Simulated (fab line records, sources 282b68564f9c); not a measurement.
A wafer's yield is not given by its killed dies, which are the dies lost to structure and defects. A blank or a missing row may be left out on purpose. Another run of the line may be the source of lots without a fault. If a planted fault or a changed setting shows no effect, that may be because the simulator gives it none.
fab line records -- flow rit_cmos
record lots=14, wafers=42, last_day=7
route steps=202 shown ACTIVE@2 PRETRO@74 CONTACT@180 M1@198
lots untouched by any fault: they come from a run of this same line in which no faults occurred
start_h: start of the lot's first displayed wafer, in hours after the record's first day -- wait_h: hours from the lot's prior step to this one -- " the same as in the row above -- L1.1+2: a single row standing in for several wafers -- - no value, or no start was given -- * or withheld: withheld -- < > ~ a bound
route shown NAME@n: names a module that has steps shown in the file, with the first one's number in the route -- usual: mean and standard deviation over wafers with no fault -- same: alike in all rows -- chamber/n: place in a boat -- sites: the reading at each site -- _std_site: standard deviation of those values -- _edge_site: the outer-site mean with the inner-site mean subtracted -- radius_mm: how far each site lies from the wafer's centre -- mask NAME#n: copy n -- behind: tool/chamber where the wafer was last shaped -- hold: why the lot was held/for how many hours/how that ended -- device: transistor that didn't switch, given as n, p or np -- end of line: the same wafers' tests at the end of the route -- where a step has no rows: the recipe by itself -- killed: at the first sort, the dies lost to defects and structure; wafer yield is something else -- map: the dies of a wafer, with x for killed, . for not killed, _ for no die there
set.NAME: the setting as run; set.NAME@STEP: as run at that earlier step -- model.NAME: the simulator's own value behind a step, which no gauge read
a sample of lots followed through the steps of the route, with each step as a table and each wafer as a row
services: from which hour (start_h, from the record's first day; less than 0 if before it) a tool's chamber was out of use, for how many hours, and why
## steps
# step RIT_ACTIVE_OXIDATION_01
# recipe temp_c=1000, ambient=O2, target_thk_a=468, ox_time_s=3360
# usual ox_temp_c_max=1005.2/1.5, ox_time_s=3360/0
lot.wafer,tool,chamber,start_h,wait_h,ox_temp_c_max,ox_time_s
L879.4,furnace-03,0,10.92,0.8,1006.6,3360
L879.5,furnace-03,0,10.92,0.8,1005.5,3360
L879.6,furnace-03,0,10.92,0.8,1005.5,3360
L881.2,furnace-03,0,20.12,0.1,1004.6,3360
L881.3,furnace-03,0,20.12,0.1,1006.1,3360
L881.6,furnace-03,0,20.12,0.1,1005.5,3360
L882.3,furnace-03,0,25.76,0.7,1005.9,3360
L882.5,furnace-03,0,25.76,0.7,1004.2,3360
L882.6,furnace-03,0,25.76,0.7,1006.5,3360
L884.2,furnace-02,0,37.98,2.9,1004.5,3360
L884.3,furnace-02,0,37.98,2.9,1003.4,3360
L884.4,furnace-02,0,37.98,2.9,1003.7,3360
L885.2,furnace-02,0,40.12,0.1,1002.7,3360
L885.3,furnace-02,0,40.12,0.1,1002.3,3360
L885.6,furnace-02,0,40.12,0.1,1002.8,3360
L886.3,furnace-03,0,46.25,1.2,1006.3,3360
L886.4,furnace-03,0,46.25,1.2,1004.8,3360
L886.5,furnace-03,0,46.25,1.2,1005.0,3360
L888.1,furnace-02,0,55.12,0.1,1005.2,1512
L888.4,furnace-02,0,55.12,0.1,1003.7,1512
L888.5,furnace-02,0,55.12,0.1,1003.9,1512
L889.2,furnace-02,0,60.20,0.2,1003.3,1512
L889.3,furnace-02,0,60.20,0.2,1003.8,1512
L889.5,furnace-02,0,60.20,0.2,1005.1,1512
L890.1,furnace-03,0,65.12,0.1,1004.8,3360
L890.2,furnace-03,0,65.12,0.1,1006.6,3360
L890.6,furnace-03,0,65.12,0.1,1005.7,3360
L896.1,furnace-03,0,95.12,0.1,1004.7,3360
L896.3,furnace-03,0,95.12,0.1,1005.2,3360
L896.4,furnace-03,0,95.12,0.1,1005.4,3360
L897.2,furnace-03,0,100.12,0.1,1005.9,3360
L897.3,furnace-03,0,100.12,0.1,1005.2,3360
L897.6,furnace-03,0,100.12,0.1,1005.9,3360
L898.1,furnace-03,0,105.12,0.1,1006.5,3360
L898.2,furnace-03,0,105.12,0.1,1004.7,3360
L898.4,furnace-03,0,105.12,0.1,1005.0,3360
L901.2,furnace-02,0,120.12,0.1,1004.3,3360
L901.4,furnace-02,0,120.12,0.1,1003.7,3360
L901.6,furnace-02,0,120.12,0.1,1004.4,3360
L902.1,furnace-01,0,125.12,0.1,1006.9,3360
L902.4,furnace-01,0,125.12,0.1,1008.7,3360
L902.6,furnace-01,0,125.12,0.1,1007.0,3360
# step RIT_ACTIVE_THK_MEAS_02
# recipe reads=SiO2_of_ACTIVE_OXIDATION_01
# usual ACTIVE_OXIDE_THK=47.0/0.77
lot.wafer,tool,chamber,start_h,wait_h,ACTIVE_OXIDE_THK[nm]
L879.4,film_metro-01,-,12.88,0.0,45.1
L879.5,film_metro-01,-,12.88,0.0,46.6
L879.6,film_metro-01,-,12.88,0.0,46.4
L881.2,film_metro-02,-,22.06,0.0,47.0
L881.3,film_metro-02,-,22.06,0.0,46.0
L881.6,film_metro-02,-,22.06,0.0,46.0
L882.3,film_metro-02,-,27.71,0.0,46.1
L882.5,film_metro-02,-,27.71,0.0,46.4
L882.6,film_metro-02,-,27.71,0.0,46.9
L884.2,film_metro-04,-,39.92,0.0,47.5
L884.3,film_metro-04,-,39.92,0.0,47.0
L884.4,film_metro-04,-,39.92,0.0,46.3
L885.2,film_metro-02,-,42.06,0.0,46.4
L885.3,film_metro-02,-,42.06,0.0,46.4
L885.6,film_metro-02,-,42.06,0.0,46.5
L886.3,film_metro-04,-,48.21,0.0,47.1
L886.4,film_metro-04,-,48.21,0.0,46.7
L886.5,film_metro-04,-,48.21,0.0,47.9
L888.1,film_metro-02,-,57.05,0.0,29.7
L888.4,film_metro-02,-,57.05,0.0,29.6
L888.5,film_metro-02,-,57.05,0.0,29.8
L889.2,film_metro-01,-,62.14,0.0,30.1
L889.3,film_metro-01,-,62.14,0.0,30.4
L889.5,film_metro-01,-,62.14,0.0,29.6
L890.1,film_metro-02,-,67.05,0.0,46.0
L890.2,film_metro-02,-,67.05,0.0,46.6
L890.6,film_metro-02,-,67.05,0.0,47.1
L896.1,film_metro-01,-,97.05,0.0,47.6
L896.3,film_metro-01,-,97.05,0.0,47.5
L896.4,film_metro-01,-,97.05,0.0,47.1
L897.2,film_metro-04,-,102.06,0.0,47.1
L897.3,film_metro-04,-,102.06,0.0,48.6
L897.6,film_metro-04,-,102.06,0.0,48.3
L898.1,film_metro-01,-,107.05,0.0,48.5
L898.2,film_metro-01,-,107.05,0.0,48.2
L898.4,film_metro-01,-,107.05,0.0,48.0
L901.2,film_metro-02,-,122.07,0.0,47.5
L901.4,film_metro-02,-,122.07,0.0,47.4
L901.6,film_metro-02,-,122.07,0.0,48.0
L902.1,film_metro-04,-,127.05,0.0,46.8
L902.4,film_metro-04,-,127.05,0.0,46.8
L902.6,film_metro-04,-,127.05,0.0,47.0
# step RIT_PRETRO_TW_MEAS_10
# usual PRETRO_TW=475.4/3
lot.wafer,tool,chamber,start_h,wait_h,PRETRO_TW
L879.4,film_metro-02,-,33.71,0.1,473.0
L879.5,film_metro-02,-,33.71,0.1,474.9
L879.6,film_metro-02,-,33.71,0.1,473.2
L881.2,film_metro-03,-,50.39,0.1,470.6
L881.3,film_metro-03,-,50.39,0.1,472.9
L881.6,film_metro-03,-,50.39,0.1,475.5
L882.3,film_metro-02,-,50.98,0.1,475.9
L882.5,film_metro-02,-,50.98,0.1,473.4
L882.6,film_metro-02,-,50.98,0.1,477.0
L884.2,film_metro-02,-,62.20,0.1,473.7
L884.3,film_metro-02,-,62.20,0.1,473.7
L884.4,film_metro-02,-,62.20,0.1,474.4
L885.2,film_metro-03,-,62.59,0.1,471.0
L885.3,film_metro-03,-,62.59,0.1,472.8
L885.6,film_metro-03,-,62.59,0.1,471.3
L886.3,film_metro-03,-,67.71,0.1,472.4
L886.4,film_metro-03,-,67.71,0.1,472.3
L886.5,film_metro-03,-,67.71,0.1,473.4
L888.1,film_metro-03,-,76.15,0.1,474.9
L888.4,film_metro-03,-,76.15,0.1,474.7
L888.5,film_metro-03,-,76.15,0.1,473.4
L889.2,film_metro-03,-,82.06,0.1,476.3
L889.3,film_metro-03,-,82.06,0.1,475.4
L889.5,film_metro-03,-,82.06,0.1,476.0
L890.1,film_metro-03,-,92.65,0.1,474.1
L890.2,film_metro-03,-,92.65,0.1,476.3
L890.6,film_metro-03,-,92.65,0.1,471.1
L896.1,film_metro-03,-,117.52,0.1,474.7
L896.3,film_metro-03,-,117.52,0.1,474.9
L896.4,film_metro-03,-,117.52,0.1,472.7
L897.2,film_metro-04,-,122.34,0.1,481.7
L897.3,film_metro-04,-,122.34,0.1,477.9
L897.6,film_metro-04,-,122.34,0.1,478.8
L898.1,film_metro-02,-,127.65,0.1,468.8
L898.2,film_metro-02,-,127.65,0.1,472.8
L898.4,film_metro-02,-,127.65,0.1,472.9
L901.2,film_metro-04,-,146.92,0.1,481.1
L901.4,film_metro-04,-,146.92,0.1,480.7
L901.6,film_metro-04,-,146.92,0.1,477.3
L902.1,film_metro-02,-,148.31,0.1,474.2
L902.4,film_metro-02,-,148.31,0.1,476.5
L902.6,film_metro-02,-,148.31,0.1,476.9
# step RIT_CONTACT_STRIP_12
# recipe chemistry=O2, time_s=180, resist=NOVOLAK, platen_temp_c=withheld, power_w=500, pressure_mtorr=4000, o2_flow_sccm=4000
# usual drypump_motor_current_A=6.0/0.5
lot.wafer,tool,chamber,start_h,wait_h,drypump_motor_current_A,rf_hours_counter_h
L879.4,plasma_asher-02,1,57.92,0.2,6.4,-
L879.5,plasma_asher-02,1,57.92,0.2,6.4,-
L879.6,plasma_asher-02,0,57.92,0.2,6.1,-
L882.3,plasma_asher-01,0,72.95,0.2,6.6,-
L882.5,plasma_asher-01,0,72.95,0.2,6.6,-
L882.6,plasma_asher-01,1,72.95,0.2,5.1,-
L881.2,plasma_asher-02,1,73.41,0.1,6.4,29
L881.3,plasma_asher-02,0,73.41,0.1,6.1,-
L881.6,plasma_asher-02,0,73.41,0.1,6.1,-
L885.2,plasma_asher-02,0,85.36,0.1,6.1,30
L885.3,plasma_asher-02,0,85.36,0.1,6.1,-
L885.6,plasma_asher-02,1,85.36,0.1,6.4,-
L884.2,plasma_asher-01,0,87.26,0.1,6.6,45
L884.3,plasma_asher-01,0,87.26,0.1,6.6,-
L884.4,plasma_asher-01,1,87.26,0.1,5.1,-
L886.3,plasma_asher-01,1,90.73,0.2,5.1,-
L886.4,plasma_asher-01,0,90.73,0.2,6.6,-
L886.5,plasma_asher-01,1,90.73,0.2,5.1,-
L888.1,plasma_asher-04,1,97.14,0.1,5.4,45
L888.4,plasma_asher-04,0,97.14,0.1,6.1,-
L888.5,plasma_asher-04,0,97.14,0.1,6.0,-
L889.2,plasma_asher-02,1,103.14,0.1,6.4,32
L889.3,plasma_asher-02,0,103.14,0.1,6.1,-
L889.5,plasma_asher-02,0,103.14,0.1,6.1,-
L890.1,plasma_asher-02,1,113.31,0.1,6.4,33
L890.2,plasma_asher-02,0,113.31,0.1,6.1,33
L890.6,plasma_asher-02,1,113.31,0.1,6.4,-
L896.1,plasma_asher-01,1,140.71,0.1,5.0,50
L896.3,plasma_asher-01,0,140.71,0.1,6.6,-
L896.4,plasma_asher-01,1,140.71,0.1,5.1,-
L897.2,plasma_asher-02,1,144.29,0.1,6.4,37
L897.3,plasma_asher-02,0,144.29,0.1,6.1,-
L897.6,plasma_asher-02,0,144.29,0.1,6.1,-
L898.1,plasma_asher-01,1,150.60,0.1,5.1,51
L898.2,plasma_asher-01,0,150.60,0.1,6.6,51
L898.4,plasma_asher-01,0,150.60,0.1,6.6,-
L901.2,plasma_asher-01,0,167.82,0.1,6.6,53
L901.4,plasma_asher-01,1,167.82,0.1,5.1,-
L901.6,plasma_asher-01,1,167.82,0.1,5.1,-
L902.1,plasma_asher-02,0,169.15,0.1,6.1,40
L902.4,plasma_asher-02,1,169.15,0.1,6.4,-
L902.6,plasma_asher-02,0,169.15,0.1,6.1,-
# step RIT_M1_STRIP_14
# recipe chemistry=O2, time_s=180, platen_temp_c=withheld, power_w=500, pressure_mtorr=4000, o2_flow_sccm=4000
# usual drypump_motor_current_A=5.9/0.55
lot.wafer,tool,chamber,start_h,wait_h,drypump_motor_current_A,rf_hours_counter_h
L879.4,plasma_asher-01,0,60.88,0.1,6.6,-
L879.5,plasma_asher-01,0,60.88,0.1,6.6,-
L879.6,plasma_asher-01,1,60.88,0.1,5.1,-
L882.3,plasma_asher-03,1,76.22,0.1,5.6,-
L882.5,plasma_asher-03,0,76.22,0.1,6.5,-
L882.6,plasma_asher-03,1,76.22,0.1,5.6,-
L881.2,plasma_asher-01,0,76.40,0.0,6.6,44
L881.3,plasma_asher-01,0,76.40,0.0,6.6,-
L881.6,plasma_asher-01,0,76.40,0.0,6.6,-
L885.2,plasma_asher-03,0,88.47,0.0,6.5,43
L885.3,plasma_asher-03,1,88.47,0.0,5.6,-
L885.6,plasma_asher-03,0,88.47,0.0,6.5,-
L884.2,plasma_asher-04,0,90.42,0.0,6.0,44
L884.3,plasma_asher-04,0,90.42,0.0,6.0,-
L884.4,plasma_asher-04,1,90.42,0.0,5.4,-
L886.3,plasma_asher-04,1,94.08,0.1,5.4,-
L886.4,plasma_asher-04,0,94.08,0.1,6.0,-
L886.5,plasma_asher-04,1,94.08,0.1,5.4,-
L888.1,plasma_asher-04,1,100.18,0.0,5.4,46
L888.4,plasma_asher-04,0,100.18,0.0,6.1,-
L888.5,plasma_asher-04,1,100.18,0.0,5.4,-
L889.2,plasma_asher-03,1,105.89,0.0,5.6,44
L889.3,plasma_asher-03,1,105.89,0.0,5.5,-
L889.5,plasma_asher-03,0,105.89,0.0,6.5,-
L890.1,plasma_asher-03,1,116.43,0.0,5.6,46
L890.2,plasma_asher-03,0,116.43,0.0,6.5,46
L890.6,plasma_asher-03,0,116.43,0.0,6.5,-
L896.1,plasma_asher-04,0,144.04,0.0,6.0,3
L896.3,plasma_asher-04,1,144.04,0.0,5.4,-
L896.4,plasma_asher-04,0,144.04,0.0,6.1,-
L897.2,plasma_asher-01,0,147.43,0.0,6.6,51
L897.3,plasma_asher-01,0,147.43,0.0,6.6,-
L897.6,plasma_asher-01,1,147.43,0.0,5.1,-
L898.1,plasma_asher-04,0,153.40,0.0,6.0,4
L898.2,plasma_asher-04,1,153.40,0.0,5.4,4
L898.4,plasma_asher-04,1,153.40,0.0,5.4,-
L901.2,plasma_asher-01,0,170.72,0.0,6.6,53
L901.4,plasma_asher-01,1,170.72,0.0,5.0,-
L901.6,plasma_asher-01,1,170.72,0.0,5.1,-
L902.1,plasma_asher-03,0,172.24,0.0,6.4,52
L902.4,plasma_asher-03,1,172.24,0.0,5.6,-
L902.6,plasma_asher-03,0,172.24,0.0,6.4,-
# step RIT_M1_PROBE_99
# usual killed_at_M0_to_M3=0.0/0.12, killed_at_contacts=0.1/0.25, killed_at_front_end=8/3.3, killed_dies=8/3.3, killed_open=3.9/2.1, killed_short=3.8/2.2
# same gross_dies=264, killed_at_M4_up=0, killed_at_back_side=0, killed_at_other=0
lot.wafer,tool,chamber,start_h,wait_h,killed_at_M0_to_M3,killed_at_contacts,killed_at_front_end,killed_dies,killed_open,killed_short
L879.4,prober-01,-,63.67,0.2,0,0,9,9,2,7
L879.5,prober-01,-,63.72,0.2,0,0,8,8,6,2
L879.6,prober-01,-,63.77,0.2,0,0,9,9,7,2
L881.2,prober-02,-,79.51,0.1,0,0,6,6,5,1
L881.3,prober-02,-,79.56,0.2,0,0,8,8,4,4
L881.6,prober-02,-,79.71,0.2,0,0,9,9,4,5
L882.3,prober-01,-,79.56,0.2,0,0,6,6,3,3
L882.5,prober-01,-,79.66,0.2,0,0,4,4,0,4
L882.6,prober-01,-,79.71,0.2,0,0,6,6,3,3
L885.2,prober-01,-,91.97,0.1,0,0,14,14,5,9
L885.3,prober-01,-,92.02,0.2,0,0,14,14,7,7
L885.6,prober-01,-,92.17,0.2,0,1,10,11,7,4
L884.2,prober-02,-,92.59,0.1,0,0,3,3,2,1
L884.3,prober-02,-,92.64,0.2,0,0,9,9,7,2
L884.4,prober-02,-,92.69,0.2,0,0,5,5,2,3
L886.3,prober-01,-,96.04,0.2,0,0,6,6,5,1
L886.4,prober-01,-,96.09,0.2,0,0,3,3,2,1
L886.5,prober-01,-,96.14,0.2,0,0,5,5,5,0
L888.1,prober-01,-,103.67,0.1,0,0,6,6,2,4
L888.4,prober-01,-,103.82,0.2,0,0,7,7,3,4
L888.5,prober-01,-,103.87,0.2,0,0,8,8,5,3
L889.2,prober-02,-,107.85,0.1,0,0,8,8,4,4
L889.3,prober-02,-,107.90,0.2,0,0,4,4,3,1
L889.5,prober-02,-,108.00,0.2,0,0,5,5,2,3
L890.1,prober-01,-,118.67,0.1,0,0,9,9,6,3
L890.2,prober-01,-,118.72,0.1,0,0,8,8,2,6
L890.6,prober-01,-,118.92,0.2,0,0,12,12,4,8
L896.1,prober-01,-,145.96,0.1,0,0,4,4,1,3
L896.3,prober-01,-,146.06,0.2,0,0,10,10,8,2
L896.4,prober-01,-,146.11,0.2,0,0,15,15,9,6
L897.2,prober-02,-,149.39,0.1,0,0,7,7,4,3
L897.3,prober-02,-,149.44,0.2,1,0,3,4,2,2
L897.6,prober-02,-,149.59,0.2,0,1,13,14,8,6
L898.1,prober-01,-,155.37,0.1,0,0,3,3,1,2
L898.2,prober-01,-,155.42,0.1,0,0,4,4,1,3
L898.4,prober-01,-,155.52,0.2,0,0,8,8,4,4
L901.2,prober-02,-,173.79,0.1,0,0,10,10,3,6
L901.4,prober-02,-,173.89,0.2,0,0,11,11,5,6
L901.6,prober-02,-,173.99,0.2,0,0,10,10,4,6
L902.1,prober-01,-,175.24,0.1,0,0,1,1,1,0
L902.4,prober-01,-,175.39,0.2,0,0,7,7,5,2
L902.6,prober-01,-,175.49,0.2,0,0,7,7,4,2
# killed by level:class
L879.4 SILICIDE:geometric_particle:short=3 REOX:geometric_particle:short=2 FOX2:geometric_particle:short=1 GATE:geometric_particle:open=1 GATE:geometric_particle:short=1 SPACER:geometric_particle:open=1
L879.5 GATE:geometric_particle:open=3 SPACER:geometric_particle:short=2 REOX:geometric_particle:open=1 SPACER:geometric_particle:open=1 SILICIDE:geometric_particle:open=1
L879.6 SILICIDE:geometric_particle:open=3 FOX1:geometric_particle:open=2 REOX:geometric_particle:open=1 REOX:geometric_particle:short=1 SPACER:geometric_particle:open=1 SILICIDE:geometric_particle:short=1
L881.2 GATE:geometric_particle:open=2 SILICIDE:geometric_particle:open=2 FOX1:geometric_particle:open=1 GATE:geometric_particle:short=1
L881.3 FOX1:geometric_particle:short=2 GATE:geometric_particle:short=2 FOX1:geometric_particle:open=1 FOX2:geometric_particle:open=1 GATE:geometric_particle:open=1 REOX:geometric_particle:open=1
L882.3 SPACER:geometric_particle:short=2 GATE:geometric_particle:open=1 GATE:geometric_particle:short=1 REOX:geometric_particle:open=1 SILICIDE:geometric_particle:open=1
L882.5 SPACER:geometric_particle:short=2 GATE:geometric_particle:short=1 SILICIDE:geometric_particle:short=1
L881.6 GATE:geometric_particle:short=3 GATE:geometric_particle:open=2 SILICIDE:geometric_particle:open=2 FOX1:geometric_particle:short=1 REOX:geometric_particle:short=1
L882.6 GATE:geometric_particle:open=2 REOX:geometric_particle:short=2 REOX:geometric_particle:open=1 SILICIDE:geometric_particle:short=1
L885.2 GATE:geometric_particle:short=5 GATE:geometric_particle:open=3 FOX1:geometric_particle:short=2 REOX:geometric_particle:open=2 REOX:geometric_particle:short=1 SPACER:geometric_particle:short=1
L885.3 GATE:geometric_particle:open=3 REOX:geometric_particle:open=3 FOX1:geometric_particle:short=2 REOX:geometric_particle:short=2 ACTIVE:geometric_particle:short=1 FOX1:geometric_particle:open=1 GATE:geometric_particle:short=1 SILICIDE:geometric_particle:short=1
L885.6 SILICIDE:geometric_particle:open=3 FOX1:geometric_particle:short=2 FOX1:geometric_particle:open=2 GATE:geometric_particle:open=2 REOX:geometric_particle:short=1 CONTACT:geometric_particle:short=1
L884.2 FOX1:geometric_particle:open=1 REOX:geometric_particle:short=1 SPACER:geometric_particle:open=1
L884.3 GATE:geometric_particle:open=5 SILICIDE:geometric_particle:short=2 SILICIDE:geometric_particle:open=2
L884.4 SPACER:geometric_particle:short=2 GATE:geometric_particle:short=1 GATE:geometric_particle:open=1 SILICIDE:geometric_particle:open=1
L886.3 GATE:geometric_particle:open=2 FOX1:geometric_particle:short=1 FOX1:geometric_particle:open=1 REOX:geometric_particle:open=1 SPACER:geometric_particle:open=1
L886.4 GATE:geometric_particle:open=1 SPACER:geometric_particle:short=1 SPACER:geometric_particle:open=1
L886.5 GATE:geometric_particle:open=2 FOX2:geometric_particle:open=1 REOX:geometric_particle:open=1 SILICIDE:geometric_particle:open=1
L888.1 GATE:geometric_particle:open=2 GATE:geometric_particle:short=2 SPACER:geometric_particle:short=2
L888.4 SPACER:geometric_particle:short=2 SILICIDE:geometric_particle:open=2 FOX1:geometric_particle:short=1 FOX2:geometric_particle:open=1 FOX2:geometric_particle:short=1
L888.5 FOX1:geometric_particle:short=2 FOX1:geometric_particle:open=2 SPACER:geometric_particle:open=2 FOX2:geometric_particle:short=1 SILICIDE:geometric_particle:open=1
L889.2 FOX1:geometric_particle:open=2 SILICIDE:geometric_particle:short=2 FOX1:geometric_particle:short=1 REOX:geometric_particle:short=1 REOX:geometric_particle:open=1 SILICIDE:geometric_particle:open=1
L889.3 GATE:geometric_particle:open=2 FOX1:geometric_particle:short=1 SILICIDE:geometric_particle:open=1
L889.5 FOX1:geometric_particle:short=2 FOX1:geometric_particle:open=1 GATE:geometric_particle:short=1 SILICIDE:geometric_particle:open=1
L890.1 FOX2:geometric_particle:short=2 GATE:geometric_particle:open=2 SPACER:geometric_particle:open=2 SILICIDE:geometric_particle:open=2 GATE:geometric_particle:short=1
L890.2 SILICIDE:geometric_particle:short=3 GATE:geometric_particle:short=2 FOX2:geometric_particle:short=1 GATE:geometric_particle:open=1 SILICIDE:geometric_particle:open=1
L890.6 GATE:geometric_particle:short=5 SPACER:geometric_particle:open=4 REOX:geometric_particle:short=1 SPACER:geometric_particle:short=1 SILICIDE:geometric_particle:short=1
L896.1 GATE:geometric_particle:short=2 REOX:geometric_particle:short=1 REOX:geometric_particle:open=1
L896.3 GATE:geometric_particle:open=4 SPACER:geometric_particle:open=3 GATE:geometric_particle:short=1 REOX:geometric_particle:open=1 SPACER:geometric_particle:short=1
L896.4 GATE:geometric_particle:open=7 GATE:geometric_particle:short=3 SPACER:geometric_particle:short=2 SILICIDE:geometric_particle:open=2 REOX:geometric_particle:short=1
L897.2 SPACER:geometric_particle:open=3 GATE:geometric_particle:short=1 GATE:geometric_particle:open=1 REOX:geometric_particle:short=1 SPACER:geometric_particle:short=1
L897.3 GATE:geometric_particle:short=1 SPACER:geometric_particle:short=1 SILICIDE:geometric_particle:open=1 M1:geometric_particle:open=1
L897.6 GATE:geometric_particle:open=4 FOX1:geometric_particle:open=2 FOX1:geometric_particle:short=1 FOX2:geometric_particle:short=1 GATE:geometric_particle:short=1 REOX:geometric_particle:short=1 SPACER:geometric_particle:open=1 SPACER:geometric_particle:short=1
L898.1 GATE:geometric_particle:open=1 SPACER:geometric_particle:short=1 SILICIDE:geometric_particle:short=1
L898.2 GATE:geometric_particle:short=2 GATE:geometric_particle:open=1 SILICIDE:geometric_particle:short=1
L898.4 GATE:geometric_particle:short=2 FOX1:geometric_particle:open=1 FOX1:geometric_particle:short=1 FOX2:geometric_particle:open=1 GATE:geometric_particle:open=1 SPACER:geometric_particle:short=1 SILICIDE:geometric_particle:open=1
L901.2 GATE:geometric_particle:short=4 REOX:geometric_particle:short=2 GATE:geometric_particle:open=1 REOX:geometric_particle:open=1 SPACER:geometric_particle:open=1 PWELL:coat_microbubble_printed=1
L901.4 GATE:geometric_particle:short=3 FOX1:geometric_particle:open=2 FOX2:geometric_particle:short=2 FOX1:geometric_particle:short=1 FOX2:geometric_particle:open=1 GATE:geometric_particle:open=1 SILICIDE:geometric_particle:open=1
L901.6 GATE:geometric_particle:short=2 GATE:geometric_particle:open=2 SILICIDE:geometric_particle:short=2 FOX1:geometric_particle:open=1 FOX2:geometric_particle:short=1 SPACER:geometric_particle:short=1 SILICIDE:geometric_particle:open=1
L902.1 GATE:geometric_particle:open=1
L902.4 GATE:geometric_particle:open=3 FOX1:geometric_particle:open=1 FOX2:geometric_particle:short=1 GATE:geometric_particle:short=1 REOX:geometric_particle:open=1
L902.6 FOX1:geometric_particle:short=2 FOX1:geometric_particle:open=2 GATE:geometric_particle:open=2 GATE:coat_microbubble_printed=1
## services
tool,chamber,start_h,hours,kind
plasma_asher-01,-,-12.32,3.9,repair
furnace-02,-,4.43,3.7,pm
furnace-02,-,10.88,7.8,repair
plasma_asher-04,-,20.89,2.8,pm
furnace-03,-,27.69,4.7,pm
furnace-02,-,33.84,4.1,pm
furnace-01,-,82.05,3.0,pm
furnace-01,-,97.15,4.4,pm
plasma_asher-03,-,99.70,4.1,repair
plasma_asher-04,-,108.75,9.0,pm
plasma_asher-04,0,108.75,9.0,vent_cycle
plasma_asher-04,1,108.75,9.0,vent_cycle
plasma_asher-01,-,112.34,9.9,pm
plasma_asher-04,0,117.75,-,clean
plasma_asher-04,1,117.75,-,clean
furnace-03,-,150.20,3.4,pm
furnace-02,-,163.33,11.4,repair
plasma_asher-04,-,169.56,1.6,repair
## key
first_sign step=RIT_ACTIVE_OXIDATION_01, reading=ox_time_s, direction=down, sigmas=99+, usual=*, struck=*
effect step=RIT_ACTIVE_THK_MEAS_02, reading=ACTIVE_OXIDE_THK, direction=down, sigmas=22, usual=47.0, struck=29.8
met_at RIT_ACTIVE_OXIDATION_01
struck_lots L888,L889
tester_left_out L888,L889
not_acting_at RIT_PRETRO_TW_MEAS_10,RIT_CONTACT_STRIP_12,RIT_M1_STRIP_14
onset_between 40.12 55.12
fault kind=process_parameter_drift, tool=furnace-02, chamber=-, onset_h=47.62, steps=RIT_ACTIVE_OXIDATION_01, channel=ox_time_s, offset=*, shape=step, end_h=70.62, acts_in=*, stated=*
# tester_left_out: of these lots the tester's yield and bins aren't shown, on N5 and GAA mostly nor the transistor test; their killed dies are dies lost to structure and defects alone, not to doping, threshold or leakage, so they don't give the yield
